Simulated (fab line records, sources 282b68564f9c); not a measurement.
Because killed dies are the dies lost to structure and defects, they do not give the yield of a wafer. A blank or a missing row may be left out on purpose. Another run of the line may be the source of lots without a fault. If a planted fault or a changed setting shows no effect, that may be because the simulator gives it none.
Split-lot trial || flow rit_cmos || 5 lots, 23 wafers read, on a route of 202 steps

ABOUT THE SPLIT
At RIT_M1_SPUTTER_00 (material Al, target thk 400 nm, time 500 s), the setting power_w was moved away from the recipe's 2000 W on 8 of the 23 wafers read, by -11.3% to +8.3%. For the rest of the wafers, this setting stayed at what the recipe calls for.

FROM THE SPLIT TO THE READING: what the file shows between them, 4 steps
- RIT_M1_RS_MEAS_01: measures by four-point-probe
- RIT_M1_THK_MEAS_02: measures by xrf
- RIT_M1_DEVELOP_08: develop time 68 s (also split here: develop_time_s)
- RIT_M1_CD_MEAS_09: target cd 2600 nm

THE READING
oes_product_au, in a.u., at RIT_M1_METAL_ETCH_12 (etches Al in Cl2/BCl3, stops on SiO2, time 165 s, target depth 600 nm). A value of 0.784 a.u. with a standard deviation of 0.0069 a.u. is what fault-free wafers of this fab line usually give.

{"wafer": "L078.1", "tool, chamber at the split": "pvd_sputter-03, -", "power_w as run, W": 2000, "against the recipe": "recipe", "oes_product_au, a.u.": 0.773, "against lot-mates on the recipe": "-"}
{"wafer": "L078.5", "tool, chamber at the split": "pvd_sputter-03, -", "power_w as run, W": 2000, "against the recipe": "recipe", "oes_product_au, a.u.": 0.787, "against lot-mates on the recipe": "-"}
{"wafer": "L078.6", "tool, chamber at the split": "pvd_sputter-03, -", "power_w as run, W": 2000, "against the recipe": "recipe", "oes_product_au, a.u.": 0.788, "against lot-mates on the recipe": "-"}
{"wafer": "L079.1", "tool, chamber at the split": "pvd_sputter-03, -", "power_w as run, W": 2087, "against the recipe": "+4.4%", "oes_product_au, a.u.": 0.813, "against lot-mates on the recipe": "+0.025"}
{"wafer": "L079.3", "tool, chamber at the split": "pvd_sputter-03, -", "power_w as run, W": 2000, "against the recipe": "recipe", "oes_product_au, a.u.": 0.798, "against lot-mates on the recipe": "-"}
{"wafer": "L079.4", "tool, chamber at the split": "pvd_sputter-03, -", "power_w as run, W": 2087, "against the recipe": "+4.4%", "oes_product_au, a.u.": 0.813, "against lot-mates on the recipe": "+0.025"}
{"wafer": "L079.5", "tool, chamber at the split": "pvd_sputter-03, -", "power_w as run, W": 2000, "against the recipe": "recipe", "oes_product_au, a.u.": 0.782, "against lot-mates on the recipe": "-"}
{"wafer": "L079.6", "tool, chamber at the split": "pvd_sputter-03, -", "power_w as run, W": 2000, "against the recipe": "recipe", "oes_product_au, a.u.": 0.784, "against lot-mates on the recipe": "-"}
{"wafer": "L081.1", "tool, chamber at the split": "pvd_sputter-02, -", "power_w as run, W": 2166, "against the recipe": "+8.3%", "oes_product_au, a.u.": 0.820, "against lot-mates on the recipe": "+0.041"}
{"wafer": "L081.2", "tool, chamber at the split": "pvd_sputter-02, -", "power_w as run, W": 2000, "against the recipe": "recipe", "oes_product_au, a.u.": 0.784, "against lot-mates on the recipe": "-"}
{"wafer": "L081.3", "tool, chamber at the split": "pvd_sputter-02, -", "power_w as run, W": 2166, "against the recipe": "+8.3%", "oes_product_au, a.u.": 0.823, "against lot-mates on the recipe": "+0.044"}
{"wafer": "L081.5", "tool, chamber at the split": "pvd_sputter-02, -", "power_w as run, W": 2000, "against the recipe": "recipe", "oes_product_au, a.u.": 0.780, "against lot-mates on the recipe": "-"}
{"wafer": "L081.6", "tool, chamber at the split": "pvd_sputter-02, -", "power_w as run, W": 2000, "against the recipe": "recipe", "oes_product_au, a.u.": 0.772, "against lot-mates on the recipe": "-"}
{"wafer": "L083.1", "tool, chamber at the split": "pvd_sputter-03, -", "power_w as run, W": 1775, "against the recipe": "-11.3%", "oes_product_au, a.u.": 0.732, "against lot-mates on the recipe": -0.056}
{"wafer": "L083.2", "tool, chamber at the split": "pvd_sputter-03, -", "power_w as run, W": 2000, "against the recipe": "recipe", "oes_product_au, a.u.": 0.789, "against lot-mates on the recipe": "-"}
{"wafer": "L083.4", "tool, chamber at the split": "pvd_sputter-03, -", "power_w as run, W": 2000, "against the recipe": "recipe", "oes_product_au, a.u.": 0.782, "against lot-mates on the recipe": "-"}
{"wafer": "L083.5", "tool, chamber at the split": "pvd_sputter-03, -", "power_w as run, W": 1775, "against the recipe": "-11.3%", "oes_product_au, a.u.": 0.729, "against lot-mates on the recipe": -0.059}
{"wafer": "L083.6", "tool, chamber at the split": "pvd_sputter-03, -", "power_w as run, W": 2000, "against the recipe": "recipe", "oes_product_au, a.u.": 0.793, "against lot-mates on the recipe": "-"}
{"wafer": "L085.1", "tool, chamber at the split": "pvd_sputter-02, -", "power_w as run, W": 2133, "against the recipe": "+6.7%", "oes_product_au, a.u.": 0.813, "against lot-mates on the recipe": "+0.029"}
{"wafer": "L085.2", "tool, chamber at the split": "pvd_sputter-02, -", "power_w as run, W": 2000, "against the recipe": "recipe", "oes_product_au, a.u.": 0.788, "against lot-mates on the recipe": "-"}
{"wafer": "L085.3", "tool, chamber at the split": "pvd_sputter-02, -", "power_w as run, W": 2000, "against the recipe": "recipe", "oes_product_au, a.u.": 0.787, "against lot-mates on the recipe": "-"}
{"wafer": "L085.4", "tool, chamber at the split": "pvd_sputter-02, -", "power_w as run, W": 2000, "against the recipe": "recipe", "oes_product_au, a.u.": 0.778, "against lot-mates on the recipe": "-"}
{"wafer": "L085.5", "tool, chamber at the split": "pvd_sputter-02, -", "power_w as run, W": 2133, "against the recipe": "+6.7%", "oes_product_au, a.u.": 0.817, "against lot-mates on the recipe": "+0.033"}

FIT RESULTS
A straight line over all 23 wafers: oes_product_au changes by +0.00479 a.u. for each +1% of power_w; r = +0.97; the points scatter about the line by 0.0063 a.u.
The same after taking each lot's own level away (the mean of its wafers on the recipe; 23 wafers): +0.00509 a.u. for each +1%; r = +0.98; scatter 0.0051 a.u.
On that fit, the largest move of power_w shifts the reading by 0.057 a.u.
Across the lots, their own levels run from 0.7787 to 0.7880 a.u., a range of 1.4 times the standard deviation given above.
Hence the lot-to-lot level has little effect on the slope; both slopes agree.
Check: with one of the wafers moved furthest among these (-11.3%) left out of the fit, the line predicts -0.0578 a.u. for it against its lot-mates. It came out at -0.056 a.u. against them.

OTHER SPLITS ON THESE WAFERS
Before the reading, these wafers also passed through other splits. Each is held against what the fit with the lots' levels taken away leaves over:
{"other split on the same wafers": "RIT_CONTACT_DEVELOP_07 develop_time_s", "wafers away from the commonest value": 6, "r with oes_product_au (lot level and that fit taken away)": "+0.28"}
{"other split on the same wafers": "RIT_M1_DEVELOP_08 develop_time_s", "wafers away from the commonest value": 5, "r with oes_product_au (lot level and that fit taken away)": "+0.08"}

THE WHOLE CHAIN: every reading that the file lists as answering this split, in the file's order
{"step": "RIT_M1_SPUTTER_00", "what it does": "material Al, target thk 400 nm, time 500 s", "reading": "Al_of_M1_SPUTTER_00.thk_nm (the simulator's own value, which no gauge read)", "change (the file's fit)": "+3.93 nm for each +1% of the setting", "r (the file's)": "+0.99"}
{"step": "RIT_M1_RS_MEAS_01", "what it does": "measures by four-point-probe", "reading": "M1_AL_RS", "change (the file's fit)": "-0.000764 for each +1% of the setting", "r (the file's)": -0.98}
{"step": "RIT_M1_THK_MEAS_02", "what it does": "measures by xrf", "reading": "M1_AL_THK", "change (the file's fit)": "+3.9 for each +1% of the setting", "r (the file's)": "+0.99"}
{"step": "RIT_M1_METAL_ETCH_12", "what it does": "etches Al in Cl2/BCl3, stops on SiO2, time 165 s, target depth 600 nm", "reading": "oes_product_au", "change (the file's fit)": "+0.00505 a.u. for each +1% of the setting", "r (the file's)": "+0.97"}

THE FILE'S OWN FIT
oes_product_au changes by +0.00505 a.u. for each +1% of power_w, r = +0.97.
